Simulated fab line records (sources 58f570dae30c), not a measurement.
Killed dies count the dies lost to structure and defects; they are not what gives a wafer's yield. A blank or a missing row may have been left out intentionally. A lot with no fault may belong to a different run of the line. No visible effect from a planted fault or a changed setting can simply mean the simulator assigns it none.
Check for tools in common || flow berkeley-cmos170 || 14 lots, 42 wafers sampled

== THE REASON FOR OPENING IT ==
Of 14 lots, 2 have the reading PLDD_TW flagged at UCB170_PLDD_TW_MEAS_11. Wafers without a fault read 1008, standard deviation 8.3.
Rule: a lot gets a flag if all its wafers with a number sit over 4 standard deviations from that mean, or if no wafer of it has a number. The other lots count as sound.

{"lot": "L850", "measured": "day 7 02:09", "on": "film-metro-01", "PLDD_TW, wafer by wafer": "996 1001 998", "flag": ""}
{"lot": "L853", "measured": "day 7 16:26", "on": "film-metro-02", "PLDD_TW, wafer by wafer": "1017 1020 1020", "flag": ""}
{"lot": "L854", "measured": "day 8 03:48", "on": "film-metro-02", "PLDD_TW, wafer by wafer": "1009 1009 1006", "flag": ""}
{"lot": "L856", "measured": "day 8 18:38", "on": "film-metro-03", "PLDD_TW, wafer by wafer": "1419 1422 1422", "flag": "FLAGGED"}
{"lot": "L858", "measured": "day 9 01:20", "on": "film-metro-03", "PLDD_TW, wafer by wafer": "1012 1018 1017", "flag": ""}
{"lot": "L859", "measured": "day 9 06:46", "on": "film-metro-03", "PLDD_TW, wafer by wafer": "1420 1422 1413", "flag": "FLAGGED"}
{"lot": "L863", "measured": "day 9 21:55", "on": "film-metro-01", "PLDD_TW, wafer by wafer": "999 998 999", "flag": ""}
{"lot": "L864", "measured": "day 10 13:33", "on": "film-metro-03", "PLDD_TW, wafer by wafer": "1021 1019 1019", "flag": ""}
{"lot": "L865", "measured": "day 10 13:56", "on": "film-metro-03", "PLDD_TW, wafer by wafer": "1016 1018 1016", "flag": ""}
{"lot": "L868", "measured": "day 11 05:00", "on": "film-metro-01", "PLDD_TW, wafer by wafer": "999 997 998", "flag": ""}
{"lot": "L869", "measured": "day 11 14:49", "on": "film-metro-01", "PLDD_TW, wafer by wafer": "1002 994 991", "flag": ""}
{"lot": "L873", "measured": "day 12 17:14", "on": "film-metro-02", "PLDD_TW, wafer by wafer": "1008 1015 1000", "flag": ""}
{"lot": "L872", "measured": "day 12 17:21", "on": "film-metro-01", "PLDD_TW, wafer by wafer": "999 1004 1003", "flag": ""}
{"lot": "L871", "measured": "day 12 17:22", "on": "film-metro-03", "PLDD_TW, wafer by wafer": "1013 1010 1011", "flag": ""}
The numbers of the flagged lots are 1420 on average: +412 against the usual, or +50 standard deviations.

== TOOL THAT RAN EACH LOT ==
The record keeps 1 process step preceding the reading, out of 331 steps on the route. Cell contents, in order: the tool; ch with the chambers the sampled wafers went through; the start.
{"lot": "L850", "flag": "", "UCB170_PLDD_IMPLANT_08": "implanter-03 ch 0, day 7 01:45"}
{"lot": "L853", "flag": "", "UCB170_PLDD_IMPLANT_08": "implanter-03 ch 0, day 7 16:02"}
{"lot": "L854", "flag": "", "UCB170_PLDD_IMPLANT_08": "implanter-04 ch 0, day 8 03:24"}
{"lot": "L856", "flag": "FLAGGED", "UCB170_PLDD_IMPLANT_08": "implanter-03 ch 0, day 8 18:15"}
{"lot": "L858", "flag": "", "UCB170_PLDD_IMPLANT_08": "implanter-01 ch 0, day 9 00:58"}
{"lot": "L859", "flag": "FLAGGED", "UCB170_PLDD_IMPLANT_08": "implanter-03 ch 0, day 9 06:21"}
{"lot": "L863", "flag": "", "UCB170_PLDD_IMPLANT_08": "implanter-01 ch 0, day 9 21:31"}
{"lot": "L864", "flag": "", "UCB170_PLDD_IMPLANT_08": "implanter-04 ch 0, day 10 13:09"}
{"lot": "L865", "flag": "", "UCB170_PLDD_IMPLANT_08": "implanter-04 ch 0, day 10 13:32"}
{"lot": "L868", "flag": "", "UCB170_PLDD_IMPLANT_08": "implanter-01 ch 0, day 11 04:36"}
{"lot": "L869", "flag": "", "UCB170_PLDD_IMPLANT_08": "implanter-04 ch 0, day 11 14:25"}
{"lot": "L873", "flag": "", "UCB170_PLDD_IMPLANT_08": "implanter-03 ch 0, day 12 16:52"}
{"lot": "L872", "flag": "", "UCB170_PLDD_IMPLANT_08": "implanter-01 ch 0, day 12 16:58"}
{"lot": "L871", "flag": "", "UCB170_PLDD_IMPLANT_08": "implanter-04 ch 0, day 12 16:58"}
These steps, and what they do:
- UCB170_PLDD_IMPLANT_08
- UCB170_PLDD_TW_MEAS_11

== FLAGGED OVER TOTAL, TOOL BY TOOL (the gauges that took the reading come last) ==
{"step": "UCB170_PLDD_IMPLANT_08", "tool": "implanter-01", "lots run": 4, "flagged": 0, "share of the flagged lots": "none", "sound lots run after its first flagged lot": "-"}
{"step": "UCB170_PLDD_IMPLANT_08", "tool": "implanter-03", "lots run": 5, "flagged": 2, "share of the flagged lots": "all", "sound lots run after its first flagged lot": "1 (L873)"}
{"step": "UCB170_PLDD_IMPLANT_08", "tool": "implanter-04", "lots run": 5, "flagged": 0, "share of the flagged lots": "none", "sound lots run after its first flagged lot": "-"}
{"step": "UCB170_PLDD_TW_MEAS_11", "tool": "film-metro-01", "lots run": 5, "flagged": 0, "share of the flagged lots": "none", "sound lots run after its first flagged lot": "-"}
{"step": "UCB170_PLDD_TW_MEAS_11", "tool": "film-metro-02", "lots run": 3, "flagged": 0, "share of the flagged lots": "none", "sound lots run after its first flagged lot": "-"}
{"step": "UCB170_PLDD_TW_MEAS_11", "tool": "film-metro-03", "lots run": 6, "flagged": 2, "share of the flagged lots": "all", "sound lots run after its first flagged lot": "4 (L858,L864,L865,L871)"}

== WHAT THE TABLE PERMITS ==
implanter-03 at UCB170_PLDD_IMPLANT_08 and film-metro-03 at UCB170_PLDD_TW_MEAS_11 are the 2 rows of the table that ran each flagged lot.
- implanter-03 at UCB170_PLDD_IMPLANT_08: 2 of its 5 lots flagged. After the first flagged lot (L873), sound lots still ran on it; a lasting fault on the whole tool would not permit that. Its own readings (beam-on-s, dose-ions-cm2, faraday-current-uA) fall more than 4 standard deviations out on all wafers of the flagged lots.
- film-metro-03 at UCB170_PLDD_TW_MEAS_11: 2 of its 6 lots flagged. After the first flagged lot (L858, L864, L865, L871), sound lots still ran on it; a lasting fault on the whole tool would not permit that.
Every row of the table either missed a flagged lot or ran a sound lot after the first.

== WHAT HAD BEEN PUT IN BY THE SIMULATOR ==
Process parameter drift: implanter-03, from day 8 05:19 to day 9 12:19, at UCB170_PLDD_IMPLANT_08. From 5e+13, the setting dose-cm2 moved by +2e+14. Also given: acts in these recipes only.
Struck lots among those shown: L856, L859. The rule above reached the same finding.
